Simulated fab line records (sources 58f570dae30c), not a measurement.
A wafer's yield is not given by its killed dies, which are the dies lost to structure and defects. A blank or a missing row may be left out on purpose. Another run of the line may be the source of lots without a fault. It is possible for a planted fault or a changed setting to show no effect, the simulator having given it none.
Which tool was responsible?    flow berkeleyCmos170    15 lots with 43 wafers sampled at 5 steps, on a route of 331 steps

## WHAT THE GAUGES SHOWED, per wafer
UCB170_SDANNEAL_RS_MEAS_05: uses a four-point probe to measure. Usual: NLDD_RS gives 615.7 ohm/sq (standard deviation 1.6).
lot   measured      on            NLDD_RS (ohm/sq)   flag
L340  day 6 21:21   filmMetro-03  615.8 617.6 617.8  
L342  day 7 05:08   filmMetro-03  615.3 615.9 614.8  
L343  day 7 15:02   filmMetro-03  614.8 615.3 615.7  
L351  day 8 18:19   filmMetro-02  616.0 616.9 615.6  
L349  day 8 18:41   filmMetro-01  615.8 617.3 617.7  
L348  day 8 18:53   filmMetro-02  615.7 614.9 615.7  
L350  day 8 19:07   filmMetro-03  613.8 614.7 613.9  
L352  day 9 17:11   filmMetro-01  617.7 618.1 616.2  
L354  day 9 21:08   filmMetro-01  615.0 618.0 617.9  
L353  day 9 22:01   filmMetro-03  615.8 616.1 614.9  
L355  day 10 04:46  filmMetro-01  614.8 613.4        
L356  day 10 04:59  filmMetro-02  612.0 612.2        
L358  day 10 10:04  filmMetro-03  613.3 613.8 610.8  
L357  day 10 10:20  filmMetro-02  616.0 614.7 614.6  
L361  day 11 02:19  filmMetro-03  615.3 614.3 614.8  

UCB170_M3_CD_MEAS_15: the cd target is 700 nm. Usual: cdNm 700.5 nm, standard deviation 1.5.
lot   measured      on        cdNm (nm)                            flag
L340  day 7 21:22   cdSem-01  702.2 701.1 700.6                    
L342  day 8 03:54   cdSem-02  703.7 702.3 703.6                    
L343  day 8 14:43   cdSem-02  699.0 698.2 699.7                    
L351  day 9 14:28   cdSem-02  698.8 698.0 698.7                    
L349  day 9 19:02   cdSem-02  699.6 698.8 698.4                    
L348  day 9 19:44   cdSem-02  699.0 698.1 698.7                    
L350  day 9 19:47   cdSem-01  699.8 699.4 700.2                    
L352  day 10 16:54  cdSem-01  698.8 700.6 699.3                    
L354  day 10 17:35  cdSem-01  699.9 699.9 699.9                    
L353  day 10 22:18  cdSem-01  684.8 684.3 684.6 684.4 684.5 684.7  OFF
L355  day 11 02:26  cdSem-02  685.4 688.0 685.7 688.0              OFF
L356  day 11 03:20  cdSem-01  690.0 688.0 690.0 687.5              OFF
L358  day 11 09:24  cdSem-01  702.7 703.0 701.6                    
L357  day 11 09:20  cdSem-02  700.4 699.7 701.0                    
L361  day 12 06:02  cdSem-01  699.9 698.5 698.3                    

## TOOL THAT RAN EACH LOT (tool first, then ch and the chambers of the sampled wafers, then the start)
lot   UCB170_M1_SPUTTER_00         UCB170_M3_STRIP_07                   UCB170_M3_SOFTBAKE_11
L340  pvdSputter-04, day 7 03:03   plasmaAsher-02 ch 0,1, day 7 19:35   lithoTrack-02 ch 0, day 7 20:00
L342  pvdSputter-04, day 7 10:13   plasmaAsher-04 ch 0,1, day 8 02:38   lithoTrack-02 ch 0, day 8 03:00
L343  pvdSputter-03, day 7 21:20   plasmaAsher-02 ch 0,1, day 8 12:22   lithoTrack-03 ch 0, day 8 13:00
L351  pvdSputter-04, day 9 00:05   plasmaAsher-02 ch 0,1, day 9 13:11   lithoTrack-01 ch 0, day 9 13:00
L349  pvdSputter-01, day 9 01:38   plasmaAsher-01 ch 0,1, day 9 15:29   lithoTrack-03 ch 0, day 9 18:00
L348  pvdSputter-03, day 9 01:38   plasmaAsher-04 ch 0, day 9 16:50     lithoTrack-01 ch 0, day 9 18:00
L350  pvdSputter-04, day 9 01:38   plasmaAsher-01 ch 0,1, day 9 16:10   lithoTrack-02 ch 0, day 9 18:00
L352  pvdSputter-01, day 9 22:51   plasmaAsher-01 ch 0,1, day 10 15:04  lithoTrack-02 ch 0, day 10 15:00
L354  pvdSputter-04, day 10 03:23  plasmaAsher-04 ch 0,1, day 10 15:51  lithoTrack-03 ch 0, day 10 16:00
L353  pvdSputter-01, day 10 05:41  plasmaAsher-04 ch 0,1, day 10 20:36  lithoTrack-03 ch 0, day 10 21:00
L355  pvdSputter-03, day 10 09:46  plasmaAsher-02 ch 0, day 11 00:56    lithoTrack-03 ch 0, day 11 01:00
L356  pvdSputter-01, day 10 10:16  plasmaAsher-04 ch 0,1, day 11 02:12  lithoTrack-03 ch 0, day 11 02:00
L358  pvdSputter-04, day 10 15:16  plasmaAsher-04 ch 0,1, day 11 07:48  lithoTrack-01 ch 0, day 11 08:00
L357  pvdSputter-03, day 10 15:53  plasmaAsher-04 ch 0,1, day 11 07:14  lithoTrack-02 ch 0, day 11 08:00
L361  pvdSputter-03, day 11 08:47  plasmaAsher-02 ch 0,1, day 12 03:39  lithoTrack-02 ch 0, day 12 04:00
- UCB170_M1_SPUTTER_00: material Al, target thk 600 nm, time 80 s.
- UCB170_M3_STRIP_07: strips in O2.
- UCB170_M3_SOFTBAKE_11: time 60 s.

## AS READ BY THE TOOLS THEMSELVES (means over the sampled wafers that have a number; for cases with no such wafer, the mark the record gives instead)
UCB170_M1_SPUTTER_00. Usual: throttleValvePct 30.1 %, standard deviation 0.91.
lot   tool           throttleValvePct (%)  flag
L340  pvdSputter-04  29.7                  
L342  pvdSputter-04  29.4                  
L343  pvdSputter-03  29.2                  
L351  pvdSputter-04  29.8                  
L349  pvdSputter-01  30.8                  
L348  pvdSputter-03  29.7                  
L350  pvdSputter-04  29.7                  
L352  pvdSputter-01  30.8                  
L354  pvdSputter-04  29.5                  
L353  pvdSputter-01  30.5                  
L355  pvdSputter-03  30.6                  
L356  pvdSputter-01  31.0                  
L358  pvdSputter-04  30.2                  
L357  pvdSputter-03  29.1                  
L361  pvdSputter-03  29.3                  

UCB170_M3_STRIP_07. Usual: drypumpMotorCurrentA 5.80 A, standard deviation 0.1; oesProductAu 0.734 a.u., standard deviation 0.0045; stripTimeToEndpointS 21.99 s, standard deviation 0.066.
lot   tool            drypumpMotorCurrentA (A)  oesProductAu (a.u.)  stripTimeToEndpointS (s)  flag
L340  plasmaAsher-02  5.73                      0.737                22.08                     
L342  plasmaAsher-04  5.81                      0.733                22.03                     
L343  plasmaAsher-02  5.68                      0.731                22.06                     
L351  plasmaAsher-02  5.68                      0.734                21.96                     
L349  plasmaAsher-01  5.86                      0.738                21.97                     
L348  plasmaAsher-04  5.78                      0.735                22.00                     
L350  plasmaAsher-01  5.89                      0.738                22.12                     
L352  plasmaAsher-01  5.88                      0.734                21.97                     
L354  plasmaAsher-04  5.82                      0.734                22.02                     
L353  plasmaAsher-04  5.82                      0.738                21.89                     
L355  plasmaAsher-02  5.63                      0.740                21.99                     
L356  plasmaAsher-04  5.82                      0.730                21.95                     
L358  plasmaAsher-04  5.83                      0.734                22.03                     
L357  plasmaAsher-04  5.81                      0.730                22.07                     
L361  plasmaAsher-02  5.74                      0.738                21.94                     

UCB170_M3_SOFTBAKE_11. Usual: heaterPowerTotalW 56.79 W, standard deviation 0.046; plateTempC 129.98 C, standard deviation 0.13.
lot   tool           heaterPowerTotalW (W)  plateTempC (C)  flag
L340  lithoTrack-02  56.83                  129.81          
L342  lithoTrack-02  56.76                  129.78          
L343  lithoTrack-03  56.80                  129.93          
L351  lithoTrack-01  56.82                  129.95          
L349  lithoTrack-03  56.77                  129.89          
L348  lithoTrack-01  56.84                  129.98          
L350  lithoTrack-02  56.77                  130.09          
L352  lithoTrack-02  56.77                  129.98          
L354  lithoTrack-03  56.82                  130.09          
L353  lithoTrack-03  59.81                  135.26          OFF
L355  lithoTrack-03  59.80                  135.30          OFF
L356  lithoTrack-03  59.77                  135.26          OFF
L358  lithoTrack-01  56.78                  129.99          
L357  lithoTrack-02  56.80                  130.14          
L361  lithoTrack-02  56.75                  129.95          

## THE ANSWER, worked out from the rows above alone
Rule: a lot is off if the mean of its wafers that have a number lies more than 3 standard deviations from the usual mean. A lot without any number at a reading at which 4 lots or more have one is off too. All remaining lots with rows at the step are treated as sound. Order of review: gauges by route order, followed by the tools' own readings, for which a lot's mean as printed above is used. At the first step where some lot is off, the reading lying furthest off is the one used; lots without a number count as furthest.
Off at UCB170_M3_CD_MEAS_15 (cdNm): L353, L355, L356.
A tool fits if, at a process step before that reading, it ran every lot that is off, and no sound lot after the first of them. Not tried: the gauges at UCB170_M3_CD_MEAS_15; whatever is off there is also off at UCB170_M3_SOFTBAKE_11, on other tools, and gauge error can't account for it. One fits: lithoTrack-03 at UCB170_M3_SOFTBAKE_11. Its last sound lot is L354 (day 10 16:00), its first lot that is off L353 (day 10 21:00): a fault that began between those two fits.
The tool's own readings at UCB170_M3_SOFTBAKE_11 bear it out: on the lots that are off they differ by more than 5 times the standard deviation of the sound lots' means. heaterPowerTotalW reads 59.79 W there against 56.79 W on the sound lots; plateTempC reads 135.27 C there against 129.97 C on the sound lots.

## WHAT THE SIMULATOR HAD INSERTED
Drift in process parameters on lithoTrack-03 at UCB170_M3_SOFTBAKE_11, starting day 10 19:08. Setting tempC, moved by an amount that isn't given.
Struck lots among those shown: L353, L355, L356. The rule above found the same.
